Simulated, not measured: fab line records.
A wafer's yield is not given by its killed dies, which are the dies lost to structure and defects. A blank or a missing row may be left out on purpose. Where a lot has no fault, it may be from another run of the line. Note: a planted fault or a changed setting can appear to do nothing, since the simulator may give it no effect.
Struck lot and sound lot, side by side ; flow rit-cmos ; 20 steps out of a route of 202
Sound: the wafers L865.3, L865.4, L865.6. Wafers struck: L854.2, L854.3, L854.4. Last of all comes the cause.
For every step that has rows: the tool of each side, followed by ch and its chambers, followed by its first start. Under that, the readings that differ: sound wafers ; struck wafers ; difference of the means ; sigmas: that difference in standard deviations of wafers without a fault.
alike: readings whose means differ by less than 2 such deviations, and words and numbers that are the same on both sides. not compared: withheld readings, readings that some wafer has no value for, bounds like >300 that may hide the same value, and numbers for which the record gives no deviation and whose values overlap.
Wherever a step has rows on one side only, a row that says differs or no value, or a row with sigmas, the two part there. When numbers do not overlap yet have no deviation, they are printed without sigmas and do not part them. Lack of a reading on every wafer of one side parts them only where that side has two or more wafers.

RIT_ACTIVE_BOW_MEAS_00:
  sound on film-metro-02 at day 4 23:02; struck on film-metro-01 at day 2 16:01
  alike: INCOMING_BOW
then, 1 step without rows for these wafers: RIT_ACTIVE_OXIDATION_01 (target thk 46.8 nm, ox time 3360 s).
RIT_ACTIVE_THK_MEAS_02:
  sound on film-metro-01 at day 5 01:39; struck on film-metro-01 at day 2 18:04
reading;sound;struck;difference;sigmas
ACTIVE_OXIDE_THK (nm);47.7 46.8 47.3;45.6 44.9 46.2;-1.7;-2
RIT_ACTIVE_CVD_03: deposits Si3N4 from SiH2Cl2/NH3, target thk 150 nm, time 1500 s.
  sound on lpcvd-02 ch 0, day 5 01:41; struck on lpcvd-01 ch 1, day 2 19:42
RIT_ACTIVE_THK_MEAS_04:
  sound on film-metro-02 at day 5 03:08; struck on film-metro-02 at day 2 21:14
reading;sound;struck;difference;sigmas
ACTIVE_NITRIDE_THK (nm);148.7 149.9 149.7;298.5 299.2 298.8;+149.4;+99 or more
then, 6 steps without rows for these wafers: RIT_ACTIVE_HMDS_05 (prime time 60 s); RIT_ACTIVE_COAT_06 (resist thk 1000 nm); RIT_ACTIVE_SOFTBAKE_07 (time 60 s); RIT_ACTIVE_EXPOSE_08 (exposes mask M1, target cd 1400 nm); RIT_ACTIVE_PEB_09; RIT_ACTIVE_DEVELOP_10 (develop time 50 s).
RIT_ACTIVE_CD_MEAS_11: target cd 1400 nm.
  sound on cd-sem-02 at day 5 04:04; struck on cd-sem-02 at day 2 22:20
  alike: cd-nm
then, 1 step without rows for these wafers: RIT_ACTIVE_HARDBAKE_12 (time 60 s).
RIT_ACTIVE_ETCH_13: etches Si3N4 in SF6, stops on SiO2, time 210 s, target depth 210 nm.
  sound on rie-diel-01 ch 0,3, day 5 04:17; struck on rie-diel-04 ch 1,2,3, day 2 22:46
reading;sound;struck;difference;sigmas
oes-product-au (a.u.);0.824 0.816 0.833;0.974 0.989 1.057;+0.182;+14
model.etch.depth-nm (nm);148.7 149.8 149.7;205.5 208.9 218.3;+61.5;
model.ACTIVE.feature-depth-nm (nm);148.7 149.8 149.7;205.5 208.9 218.3;+61.5;
model.SiO2_of_ACTIVE_OXIDATION_01.thk-nm (nm);47.64 46.82 47.34;45.64 44.88 46.2;-1.69;
  alike: drypump-motor-current-A, throttle-valve-pct
  not compared: rf-hours-counter-h
RIT_ACTIVE_STRIP_14: strips in O2, time 180 s.
  sound on plasma-asher-02 ch 0,1, day 5 04:29; struck on plasma-asher-04 ch 0,1, day 2 23:08
  alike: drypump-motor-current-A
  not compared: rf-hours-counter-h
RIT_ACTIVE_CD_MEAS_90: target cd 1400 nm.
  sound on cd-sem-01 at day 5 04:38; struck on cd-sem-01 at day 2 23:20
  alike: cd-nm
RIT_ACTIVE_CLEAN_15: cleans in SC1, time 600 s.
  sound on wet-bench-01 ch 3, day 5 04:43; struck on wet-bench-01 ch 0, day 2 23:26
reading;sound;struck;difference;sigmas
model.Si3N4_of_ACTIVE_CVD_03.thk-nm (nm);148.3 149.4 149.3;298.3 298.8 298.2;+149.4;
RIT_ACTIVE_CLEAN_16: cleans in dHF, time 30 s.
  sound on wet-bench-02 ch 1, day 5 05:04; struck on wet-bench-02 ch 3, day 2 23:38
reading;sound;struck;difference;sigmas
model.Si3N4_of_ACTIVE_CVD_03.thk-nm (nm);147.9 149 148.9;297.9 298.4 297.7;+149.4;
then, 1 step without rows for these wafers: RIT_ACTIVE_CLEAN_17 (cleans in SC2, time 600 s).
RIT_M1_PROBE_99:
  rows exist in the record for the struck wafers here (prober-01, day 4 23:14), but not for the sound ones

== WHERE THEY PART ==
At RIT_ACTIVE_THK_MEAS_02 first; at RIT_M1_PROBE_99 last (within this record only).

WHY: whatever the simulator had introduced
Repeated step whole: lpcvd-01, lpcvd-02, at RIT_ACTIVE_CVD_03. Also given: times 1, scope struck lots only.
